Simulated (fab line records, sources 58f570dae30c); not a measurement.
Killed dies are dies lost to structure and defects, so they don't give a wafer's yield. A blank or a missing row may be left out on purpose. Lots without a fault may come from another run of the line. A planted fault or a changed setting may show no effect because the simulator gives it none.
fab line records | flow berkeley_cmos170
record lots=5 wafers=27
route steps=331 shown ACTIVE@75 SPACER@171 SILICIDE@211 M3@331
start_h: hours from the record's first day to the start of the lot's first wafer shown | wait_h: hours since the lot's step before | " the same as in the row above | L1.1+2: a row that stands for several wafers | - no value, or no start given | * or withheld: withheld | < > ~ a bound
route shown NAME@n: a module of which the file shows steps, and the number in the route of the first | usual: mean/standard deviation of fault-free wafers | same: alike in all rows | chamber/n: place in a boat | sites: the reading at each site | _std_site: their standard deviation | _edge_site: outer sites' mean less inner sites' | radius_mm: how far each site lies from the wafer's centre | mask NAME#n: copy n | behind: the tool/chamber that last shaped the wafer | hold: why the lot was held/for how many hours/how that ended | device: the transistor (n, p or np) that didn't switch | end of line: the same wafers' tests at the end of the route | a step without rows: its recipe alone | killed: dies lost to structure and defects at the first sort, not the wafer's yield | map: a wafer's dies, x killed, . not, _ none there
set.NAME: the setting as run; set.NAME@STEP: as run at that earlier step | model.NAME: the simulator's own value behind a step, which no gauge read
lots whose settings were changed on purpose; a table a step, a row a wafer
## steps
# step UCB170_ACTIVE_ETCH_15
# recipe chemistry=CH3F/Ar/O2 target=Si3N4 stop_on=SiO2 CH3F_flow_sccm=20 Ar_flow_sccm=50 O2_flow_sccm=7 pressure_mtorr=50 rf_w=450 target_depth_a=2420 over_etch_frac=0.1 time_s=151
# columns lot.wafer tool chamber start_h wait_h set.target_depth_a model.etch.depth_nm model.KrF_of_ACTIVE_COAT_08.thk_nm
L074.1 rie_diel-03 1 74.40 0.0 2420 221.2 723.7
L074.2 " 3 " " 2420 221.6 728.7
L074.3 " 0 " " 2420 219.7 729.6
L074.4 " 2 " " 2420 222.3 730.1
L074.5 " 1 " " 2420 221.9 723
L074.6 " 0 " " 2420 222.1 728
L077.2 rie_diel-03 1 81.18 0.0 2420 222.6 725.3
L077.4 " 0 " " 2420 220.5 725.5
L077.5 " 2 " " 2420 222.8 723.6
L079.1 rie_diel-03 3 92.41 0.0 2420 219.6 732.2
L079.2 " 0 " " 2420 220.7 728.8
L079.3 " 2 " " 2420 220.3 732.2
L079.4 " 1 " " 2420 219.8 727.1
L079.5 " 2 " " 2420 217.4 728.5
L079.6 " 3 " " 2420 220.4 734.1
L081.1 rie_diel-01 2 108.78 0.0 1626 159 778.5
L081.2 " 3 " " 2420 219.8 725
L081.3 " 0 " " 1626 158.3 778.1
L081.4 " 1 " " 2420 219.4 719.8
L081.5 " 2 " " 2420 219.5 729.6
L081.6 " 1 " " 1626 165.3 773.1
L083.1 rie_diel-02 1 112.00 0.0 2420 222.2 727.1
L083.2 " 0 " " 2420 222.1 722.7
L083.3 " 2 " " 2420 220.4 725
L083.4 " 3 " " 1789 178.7 768.4
L083.5 " 3 " " 1789 178.7 770.1
L083.6 " 0 " " 1789 181.7 766.6
# step UCB170_ACTIVE_STRIP_16
# recipe chemistry=O2 power_w=400 pressure_mtorr=3500 platen_temp_c=withheld o2_flow_sccm=400 overash_fraction=0.5
# usual strip_time_to_endpoint_s=18.14/0.093
# columns lot.wafer tool chamber start_h wait_h set.target_depth_a@ACTIVE_ETCH_15 strip_time_to_endpoint_s
L074.1 plasma_asher-02 0 74.50 0.1 2420 18.04
L074.2 " 1 " " 2420 18.19
L074.3 " 1 " " 2420 18.21
L074.4 " 0 " " 2420 18.22
L074.5 " 0 " " 2420 18.05
L074.6 " 1 " " 2420 18.17
L077.2 plasma_asher-01 1 81.28 0.1 2420 18.10
L077.4 " 0 " " 2420 18.12
L077.5 " 1 " " 2420 18.05
L079.1 plasma_asher-01 1 92.51 0.1 2420 18.27
L079.2 " 0 " " 2420 18.20
L079.3 " 0 " " 2420 18.27
L079.4 " 1 " " 2420 18.15
L079.5 " 1 " " 2420 18.19
L079.6 " 0 " " 2420 18.32
L081.1 plasma_asher-01 1 108.88 0.1 1626 19.37
L081.2 " 0 " " 2420 18.08
L081.3 " 0 " " 1626 19.38
L081.4 " 1 " " 2420 17.97
L081.5 " 1 " " 2420 18.22
L081.6 " 0 " " 1626 19.25
L083.1 plasma_asher-01 1 112.10 0.1 2420 18.16
L083.2 " 0 " " 2420 18.04
L083.3 " 1 " " 2420 18.09
L083.4 " 0 " " 1789 19.14
L083.5 " 1 " " 1789 19.16
L083.6 " 0 " " 1789 19.10
# step UCB170_SPACER_CVD_00
# recipe material=SiO2 target_thk_nm=376 temp_c=390 precursor=TEOS/O2 time_s=47 rf_w=550 pressure_mtorr=9000
# columns lot.wafer tool chamber start_h wait_h set.time_s model.SiO2_of_SPACER_CVD_00.thk_nm
L074.1 pecvd-04 1 123.86 0.0 47 371.7
L074.2 " 2 " " 19.72 155.2
L074.3 " 0 " " 19.72 163
L074.4 " 0 " " 47 383.4
L074.5 " 2 " " 19.72 159
L074.6 " 1 " " 47 371.6
L077.2 pecvd-03 1 126.56 0.0 47 373.7
L077.4 " 0 " " 47 377.6
L077.5 " 2 " " 47 378.7
L079.1 pecvd-03 1 137.67 0.0 47 371.2
L079.2 " 0 " " 47 372.4
L079.3 " 2 " " 23.52 181.4
L079.4 " 1 " " 23.52 184.6
L079.5 " 0 " " 47 375
L079.6 " 2 " " 23.52 183.3
L083.1 pecvd-04 2 154.09 0.0 29.8 233.4
L083.2 " 0 " " 29.8 237.4
L083.3 " 1 " " 47 372.1
L083.4 " 0 " " 47 381.9
L083.5 " 1 " " 29.8 237.5
L083.6 " 2 " " 47 376.9
L081.1 pecvd-03 1 154.61 0.0 47 377
L081.2 " 2 " " 47 372.8
L081.3 " 0 " " 47 375.4
L081.4 " 1 " " 47 385.9
L081.5 " 0 " " 47 382.5
L081.6 " 2 " " 47 377.5
# step UCB170_SPACER_THK_MEAS_01
# recipe reads=SiO2_of_SPACER_CVD_00
# usual SPACER_TEOS_THK=377/4.4
# columns lot.wafer tool chamber start_h wait_h set.time_s@SPACER_CVD_00 SPACER_TEOS_THK[nm]
L074.1 film_metro-02 - 123.90 0.0 47 372
L074.2 " - " " 19.72 155
L074.3 " - " " 19.72 163
L074.4 " - " " 47 384
L074.5 " - " " 19.72 159
L074.6 " - " " 47 372
L077.2 film_metro-03 - 126.61 0.0 47 374
L077.4 " - " " 47 378
L077.5 " - " " 47 379
L079.1 film_metro-03 - 137.72 0.0 47 372
L079.2 " - " " 47 372
L079.3 " - " " 23.52 181
L079.4 " - " " 23.52 184
L079.5 " - " " 47 375
L079.6 " - " " 23.52 183
L083.1 film_metro-03 - 154.13 0.0 29.8 233
L083.2 " - " " 29.8 237
L083.3 " - " " 47 372
L083.4 " - " " 47 382
L083.5 " - " " 29.8 238
L083.6 " - " " 47 377
L081.1 film_metro-02 - 154.66 0.0 47 377
L081.2 " - " " 47 373
L081.3 " - " " 47 376
L081.4 " - " " 47 386
L081.5 " - " " 47 382
L081.6 " - " " 47 377
# step UCB170_SPACER_ANNEAL_02
# recipe temp_c=900 time_s=1800 ambient=N2
# step UCB170_SPACER_ETCHBACK_03
# recipe stop_on=Si target=SiO2 chemistry=CHF3/CF4/Ar CHF3_flow_sccm=50 cf4_flow_sccm=10 Ar_flow_sccm=120 pressure_mtorr=200 rf_w=500 target_depth_a=3760 time_s=100
# usual oes_product_au=0.900/0.015
# columns lot.wafer tool chamber start_h wait_h set.time_s@SPACER_CVD_00 oes_product_au model.etch.depth_nm
L074.1 rie_diel-01 0 125.83 0.0 47 0.865 371.7
L074.2 " 2 " " 19.72 0.509 155.2
L074.3 " 3 " " 19.72 0.519 163
L074.4 " 1 " " 47 0.911 383.4
L074.5 " 2 " " 19.72 0.507 159
L074.6 " 3 " " 47 0.894 371.6
L077.2 rie_diel-01 1 131.69 0.0 47 0.897 373.7
L077.4 " 0 " " 47 0.876 377.6
L077.5 " 3 " " 47 0.905 378.7
L079.1 rie_diel-01 2 140.86 0.0 47 0.898 371.2
L079.2 " 1 " " 47 0.889 372.4
L079.3 " 0 " " 23.52 0.528 181.4
L079.4 " 0 " " 23.52 0.545 184.6
L079.5 " 1 " " 47 0.907 375
L079.6 " 2 " " 23.52 0.557 183.3
L081.1 rie_diel-04 0 157.87 0.0 47 0.904 377
L081.2 " 1 " " 47 0.906 372.8
L081.3 " 3 " " 47 0.915 375.4
L081.4 " 2 " " 47 0.911 385.9
L081.5 " 2 " " 47 0.907 382.5
L081.6 " 3 " " 47 0.920 377.5
L083.1 rie_diel-01 0 157.87 0.0 29.8 0.625 233.4
L083.2 " 2 " " 29.8 0.663 237.4
L083.3 " 3 " " 47 0.888 372.1
L083.4 " 1 " " 47 0.909 381.9
L083.5 " 2 " " 29.8 0.658 237.5
L083.6 " 1 " " 47 0.901 376.9
# step UCB170_SILICIDE_SPUTTER_01
# recipe material=Ti target_thk_nm=30 time_s=25 power_w=1500 chamber_pressure_pa=0.5
# columns lot.wafer tool chamber start_h wait_h set.time_s model.Ti_of_SILICIDE_SPUTTER_01.thk_nm
L074.1 pvd_sputter-02 - 130.90 0.0 25 30.06
L074.2 " - " " 15.02 18.11
L074.3 " - " " 15.02 17.86
L074.4 " - " " 25 29.7
L074.5 " - " " 25 30.02
L074.6 " - " " 15.02 18.06
L077.2 pvd_sputter-03 - 137.85 0.0 25 30.63
L077.4 " - " " 25 30.27
L077.5 " - " " 25 30.15
L079.1 pvd_sputter-02 - 147.69 0.0 17.23 20.53
L079.2 " - " " 25 29.56
L079.3 " - " " 25 29.89
L079.4 " - " " 17.23 20.12
L079.5 " - " " 17.23 20.26
L079.6 " - " " 25 29.99
L083.1 pvd_sputter-04 - 165.89 0.0 25 29.69
L083.2 " - " " 25 30.02
L083.3 " - " " 25 29.87
L083.4+6 " - " " 25 29.91
L083.5 " - " " 25 29.66
L081.1 pvd_sputter-03 - 166.12 0.0 17.78 21.07
L081.2 " - " " 17.78 21.4
L081.3 " - " " 25 30.04
L081.4 " - " " 25 29.88
L081.5 " - " " 17.78 21.52
L081.6 " - " " 25 29.68
# step UCB170_SILICIDE_RS_MEAS_02
# recipe thk_meas_gauge=four-point-probe reads=Ti_of_SILICIDE_SPUTTER_01
# usual SILICIDE_TI_RS=26.1/0.33
# columns lot.wafer tool chamber start_h wait_h set.time_s@SILICIDE_SPUTTER_01 SILICIDE_TI_RS[ohm/sq]
L074.1 film_metro-02 - 130.93 0.0 25 26.0
L074.2 " - " " 15.02 47.8
L074.3 " - " " 15.02 48.5
L074.4 " - " " 25 26.4
L074.5 " - " " 25 26.1
L074.6 " - " " 15.02 48.0
L077.2 film_metro-02 - 137.90 0.0 25 25.5
L077.4 " - " " 25 25.9
L077.5 " - " " 25 26.0
L079.1 film_metro-03 - 147.72 0.0 17.23 41.0
L079.2 " - " " 25 26.6
L079.3 " - " " 25 26.2
L079.4 " - " " 17.23 42.0
L079.5 " - " " 17.23 41.6
L079.6 " - " " 25 26.1
L083.1 film_metro-02 - 165.92 0.0 25 26.4
L083.2 " - " " 25 26.1
L083.3 " - " " 25 26.3
L083.4 " - " " 25 26.2
L083.5 " - " " 25 26.5
L083.6 " - " " 25 26.3
L081.1 film_metro-01 - 166.15 0.0 17.78 39.6
L081.2 " - " " 17.78 38.9
L081.3 " - " " 25 26.1
L081.4 " - " " 25 26.2
L081.5 " - " " 17.78 38.7
L081.6 " - " " 25 26.5
# step UCB170_SILICIDE_THK_MEAS_03
# recipe thk_meas_gauge=xrf reads=Ti_of_SILICIDE_SPUTTER_01
# usual SILICIDE_TI_THK=30.1/0.35
# columns lot.wafer tool chamber start_h wait_h set.time_s@SILICIDE_SPUTTER_01 SILICIDE_TI_THK[nm]
L074.1 film_metro-02 - 131.05 0.1 25 30.1
L074.2 " - " " 15.02 18.1
L074.3 " - " " 15.02 17.9
L074.4 " - " " 25 29.6
L074.5 " - " " 25 30.1
L074.6 " - " " 15.02 18.1
L077.2 film_metro-02 - 138.01 0.1 25 30.7
L077.4 " - " " 25 30.4
L077.5 " - " " 25 30.2
L079.1 film_metro-03 - 147.84 0.1 17.23 20.5
L079.2 " - " " 25 29.5
L079.3 " - " " 25 29.9
L079.4 " - " " 17.23 20.1
L079.5 " - " " 17.23 20.3
L079.6 " - " " 25 30.1
L083.1 film_metro-02 - 166.04 0.1 25 29.7
L083.2 " - " " 25 30.0
L083.3 " - " " 25 29.8
L083.4 " - " " 25 29.9
L083.5 " - " " 25 29.7
L083.6 " - " " 25 29.9
L081.1 film_metro-01 - 166.27 0.1 17.78 21.2
L081.2 " - " " 17.78 21.5
L081.3 " - " " 25 30.0
L081.4 " - " " 25 30.1
L081.5 " - " " 17.78 21.6
L081.6 " - " " 25 29.7
# step UCB170_M3_PROBE_99
# columns lot.wafer tool chamber start_h wait_h set.time_s@SPACER_CVD_00 model.etest.nldd.line_ohm_um model.etest.nldd.rs_ohm_sq model.etest.nplus_sal.width_nm model.etest.pldd.line_ohm_um model.etest.pldd.rs_ohm_sq
L074.1 prober-02 - 157.00 0.1 47 1234 777.1 705.9 1770 1115
L074.2 prober-02 - 157.05 0.1 19.72 8.944 5.375 881.8 9.198 5.559
L074.3 prober-02 - 157.10 0.2 19.72 9.29 5.431 877.2 9.633 5.66
L074.4 prober-02 - 157.15 0.2 47 1257 776.1 691.8 1803 1128
L074.5 prober-02 - 157.20 0.2 19.72 6.128 3.611 870.9 6.232 3.649
L074.6 prober-02 - 157.25 0.2 47 1266 777.7 711.1 1793 1114
L077.2 prober-01 - 164.49 0.1 47 1267 776.3 701.6 1802 1105
L077.4 prober-01 - 164.59 0.2 47 1254 774.9 671.6 1800 1105
L077.5 prober-01 - 164.64 0.2 47 1244 774.1 698.2 1781 1102
L079.1 prober-02 - 172.21 0.1 47 1254 763.3 692.3 1767 1089
L079.2 prober-02 - 172.26 0.1 47 1264 766 720.7 1777 1100
L079.3 prober-02 - 172.31 0.2 23.52 6.102 3.599 870 6.186 3.674
L079.4 prober-02 - 172.36 0.2 23.52 8.186 4.849 874.8 8.4 5.02
L079.5 prober-02 - 172.41 0.2 47 1243 761.5 721.7 1771 1079
L079.6 prober-02 - 172.46 0.2 23.52 6.145 3.622 864 6.281 3.675
L083.1 prober-01 - 189.68 0.1 29.8 81.81 51.44 869.8 114.8 73.84
L083.2 prober-01 - 189.73 0.1 29.8 83.11 52.9 874.9 118.3 75.03
L083.3 prober-01 - 189.78 0.2 47 1196 780.5 731.3 1722 1118
L083.4+6 prober-01 - 189.83 0.2 47 - - - - -
L083.5 prober-01 - 189.88 0.2 29.8 - - - - -
L081.1+3+6 prober-02 - 189.92 0.1 47 - - - - -
L081.2 prober-02 - 189.97 0.1 47 1237 772.8 713.5 1774 1111
L081.4 prober-02 - 190.07 0.2 47 1225 771.3 715.5 1757 1131
L081.5 prober-02 - 190.12 0.2 47 1231 771.5 711.7 1770 1115
# killed by level:class
L077.2 NWELL:area_etch=3 WELLDRIVE:geometric_particle:short=1 ACTIVE:geometric_particle:open=1 GATE:geometric_particle:short=1 SPACER:geometric_particle:short=1 CONTACT:geometric_particle:short=1
L077.4 SILICIDE:geometric_particle:short=1
L077.5 PWELL:area_etch=6 NWELL:area_etch=2 WELLDRIVE:geometric_particle:short=1 GATE:geometric_particle:open=1 SILICIDE:geometric_particle:open=1
## key
split step=UCB170_ACTIVE_ETCH_15 setting=target_depth_a stated=2420 by=wafer
response step=UCB170_ACTIVE_ETCH_15 reading=model.etch.depth_nm change=+1.72 per=1% r=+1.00
response step=UCB170_ACTIVE_ETCH_15 reading=model.KrF_of_ACTIVE_COAT_08.thk_nm change=-1.61 per=1% r=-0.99
response step=UCB170_ACTIVE_STRIP_16 reading=strip_time_to_endpoint_s change=* per=1% r=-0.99
split step=UCB170_SPACER_CVD_00 setting=time_s stated=47 by=wafer
response step=UCB170_SPACER_CVD_00 reading=model.SiO2_of_SPACER_CVD_00.thk_nm change=+3.78 per=1% r=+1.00
response step=UCB170_SPACER_THK_MEAS_01 reading=SPACER_TEOS_THK change=+3.78 per=1% r=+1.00
response step=UCB170_SPACER_ETCHBACK_03 reading=oes_product_au change=+0.00678 per=1% r=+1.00
response step=UCB170_SPACER_ETCHBACK_03 reading=model.etch.depth_nm change=+3.78 per=1% r=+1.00
response step=UCB170_M3_PROBE_99 reading=model.etest.pldd.line_ohm_um shape=bent at_lowest=8.354 at_stated=1776 at_highest=1776
response step=UCB170_M3_PROBE_99 reading=model.etest.nldd.line_ohm_um shape=bent at_lowest=8.121 at_stated=1244 at_highest=1244
response step=UCB170_M3_PROBE_99 reading=model.etest.pldd.rs_ohm_sq shape=bent at_lowest=4.956 at_stated=1109 at_highest=1109
response step=UCB170_M3_PROBE_99 reading=model.etest.nldd.rs_ohm_sq shape=bent at_lowest=4.806 at_stated=772.5 at_highest=772.5
split step=UCB170_SILICIDE_SPUTTER_01 setting=time_s stated=25 by=wafer
response step=UCB170_SILICIDE_SPUTTER_01 reading=model.Ti_of_SILICIDE_SPUTTER_01.thk_nm change=+0.3 per=1% r=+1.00
response step=UCB170_SILICIDE_RS_MEAS_02 reading=SILICIDE_TI_RS change=-0.506 per=1% r=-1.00
response step=UCB170_SILICIDE_THK_MEAS_03 reading=SILICIDE_TI_THK change=+0.299 per=1% r=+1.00
